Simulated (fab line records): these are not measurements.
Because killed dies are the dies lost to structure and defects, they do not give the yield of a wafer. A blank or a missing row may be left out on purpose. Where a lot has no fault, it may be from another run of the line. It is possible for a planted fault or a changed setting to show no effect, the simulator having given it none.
2 desks, one fault + flow berkeley cmos170 + every desk sees just its own numbers, and what lay behind them comes last

DESK OF THE TOOL OWNER: rie diel-01
The tool's own readings at UCB170_SPACER_ETCHBACK_03 (etches SiO2 in CHF3/CF4/Ar, stops on Si, target depth 376 nm, time 100 s): means of the sampled wafers that have a number, for each lot that ran on this tool. If a lot's mean is further than 4 standard deviations from the usual mean, the lot is out of limits and carries the mark OUT (the distance appears in the brackets).
Columns: A = CHF3_flow_sccm at UCB170_SPACER_ETCHBACK_03, usual 50.00 sccm; B = drypump motor current A at UCB170_SPACER_ETCHBACK_03, usual 5.9 A; C = mfc ar sccm at UCB170_SPACER_ETCHBACK_03, usual 120.0 sccm; D = oes product au at UCB170_SPACER_ETCHBACK_03, usual 0.909 a.u.; E = throttle valve pct at UCB170_SPACER_ETCHBACK_03, usual 6.46 %
| lot  | first seen here | A     | B   | C     | D     | E    |
|------|-----------------|-------|-----|-------|-------|------|
| L894 | day 8 20:37     | 49.91 | 5.7 | 120.3 | 0.879 | 6.46 |
| L901 | day 9 10:00     | 50.08 | 5.7 | 119.8 | 0.859 | 6.41 |
| L913 | day 11 22:27    | 49.98 | 6.0 | 119.9 | 0.908 | 6.48 |
Finding of this desk: none of the 3 lots has anything out of limits.

FROM THE METROLOGY DESK
What the gauges read for every lot (on any tool): the sampled wafers with a number, averaged. If a lot's mean is further than 4 standard deviations from the usual mean, the lot is out of limits and carries the mark OUT (the distance appears in the brackets).
Columns: A = cd nm at UCB170_NLDD_CD_MEAS_06, usual 1200.8 nm; B = NLDD_OVL at UCB170_NLDD_OVL_MEAS_07, usual 0 nm; C = NLDD_TW at UCB170_NLDD_TW_MEAS_11, usual 2211; D = SPACER_TEOS_THK at UCB170_SPACER_THK_MEAS_01, usual 377 nm
| lot  | first seen here | A      | B  | C    | D   |
|------|-----------------|--------|----|------|-----|
| L891 | day 7 22:22     | 1200.7 | -3 | 2247 | 379 |
| L894 | day 8 14:58     | 1201.2 | -2 | 2192 | 379 |
| L901 | day 9 03:41     | 1199.7 | -7 | 2203 | 372 |
| L905 | day 9 18:05     | 1201.3 | -3 | 2189 | 378 |
| L908 | day 11 01:50    | 1201.4 | 2  | 2189 | 376 |
| L913 | day 11 15:56    | 1200.9 | 11 | 2211 | 376 |
Finding of this desk: none of the 6 lots has anything out of limits.

TAKEN TOGETHER
The desk of the tool owner found nothing out of limits.
At the metrology desk, nothing out of limits was observed.

WHAT THE SIMULATOR HAD PUT IN
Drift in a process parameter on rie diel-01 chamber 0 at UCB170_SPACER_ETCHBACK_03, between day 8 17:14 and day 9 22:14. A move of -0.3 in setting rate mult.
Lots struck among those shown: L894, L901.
